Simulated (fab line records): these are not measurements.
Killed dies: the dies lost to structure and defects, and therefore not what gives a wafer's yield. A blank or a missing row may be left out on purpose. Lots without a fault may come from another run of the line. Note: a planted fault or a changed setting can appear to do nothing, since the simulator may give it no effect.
A struck lot beside a sound one ; flow ritCmos ; 16 steps out of a route of 202
Sound: these wafers, L979.3, L979.5, L979.6. Wafers struck: L989.1, L989.3, L989.6. The cause is named last.
Order at every step that has rows: each side's tool, ch and its chambers, its first start. Under that, the readings that differ: sound wafers ; struck wafers ; difference of the means ; sigmas: that difference in standard deviations of wafers without a fault.
alike: readings with means less than 2 such deviations apart, plus words and numbers identical on both sides. not compared: withheld readings, readings lacking a value on some wafer, bounds such as >300 that could conceal the same value, and numbers that have no deviation in the record and whose values overlap.
A row with sigmas, a row that says differs or no value, or rows on one side alone: a step with any of these is where the two part. Numbers that don't overlap but have no deviation are shown without sigmas and don't part them. A reading that every wafer of one side lacks parts them only if that side has two wafers or more.

first, 2 steps without rows for these wafers: RIT_NRETRO_HARDBAKE_07 (time 120 s); RIT_NRETRO_IMPLANT_08.
RIT_NRETRO_STRIP_09: strips in O2, time 180 s.
  sound on plasmaAsher-02 ch 0,1, day 3 02:17; struck on plasmaAsher-02 ch 0,1, day 5 01:34
  alike: drypumpMotorCurrentA, rfReflPowerW
  not compared: rfHoursCounterH
RIT_NRETRO_TW_MEAS_10:
  sound on filmMetro-02 at day 3 02:25; struck on filmMetro-04 at day 5 01:44
reading;sound;struck;difference;sigmas
NRETRO_TW;1065 1064 1065;1029 1032 1028;-35;-3
then, 6 steps without rows for these wafers: RIT_PRETRO_HMDS_00 (prime time 60 s); RIT_PRETRO_COAT_01 (resist thk 1300 nm); RIT_PRETRO_SOFTBAKE_02 (time 60 s); RIT_PRETRO_EXPOSE_03 (exposes mask M5, target cd 43700 nm); RIT_PRETRO_PEB_04; RIT_PRETRO_DEVELOP_05 (develop time 68 s).
RIT_PRETRO_OVL_MEAS_06:
  sound on overlay-01 at day 3 03:28; struck on overlay-01 at day 5 02:48
  alike: PRETRO_OVL
then, 1 step without rows for these wafers: RIT_PRETRO_HARDBAKE_07 (time 120 s).
RIT_PRETRO_IMPLANT_08:
  sound on implanter-02 ch 0, day 3 03:47; struck on implanter-01 ch 0, day 5 03:05
reading;sound;struck;difference;sigmas
doseIonsCm2;1.1995e+13 1.199e+13 1.1994e+13;1.207e+12 1.202e+12 1.207e+12;-1.079e+13;-99 or more
faradayCurrentUA;37.6 37.9 37.2;3.8 3.8 3.8;-33.8;-47
RIT_PRETRO_STRIP_09: strips in O2, time 180 s.
  sound on plasmaAsher-03 ch 0,1, day 3 03:57; struck on plasmaAsher-01 ch 0, day 5 03:14
  alike: drypumpMotorCurrentA, rfReflPowerW
  not compared: rfHoursCounterH
RIT_PRETRO_TW_MEAS_10:
  sound on filmMetro-04 at day 3 04:05; struck on filmMetro-01 at day 5 03:38
reading;sound;struck;difference;sigmas
PRETRO_TW;473 472 472;242 240 240;-232;-45
  not compared: hold
RIT_M1_PROBE_99:
  rows exist in the record for the sound wafers here (prober-01, day 4 12:33), none for the struck ones

## WHERE THEY PART
Last at RIT_M1_PROBE_99 as far as this record goes, first at RIT_NRETRO_TW_MEAS_10.

WHY: the cause the simulator had injected
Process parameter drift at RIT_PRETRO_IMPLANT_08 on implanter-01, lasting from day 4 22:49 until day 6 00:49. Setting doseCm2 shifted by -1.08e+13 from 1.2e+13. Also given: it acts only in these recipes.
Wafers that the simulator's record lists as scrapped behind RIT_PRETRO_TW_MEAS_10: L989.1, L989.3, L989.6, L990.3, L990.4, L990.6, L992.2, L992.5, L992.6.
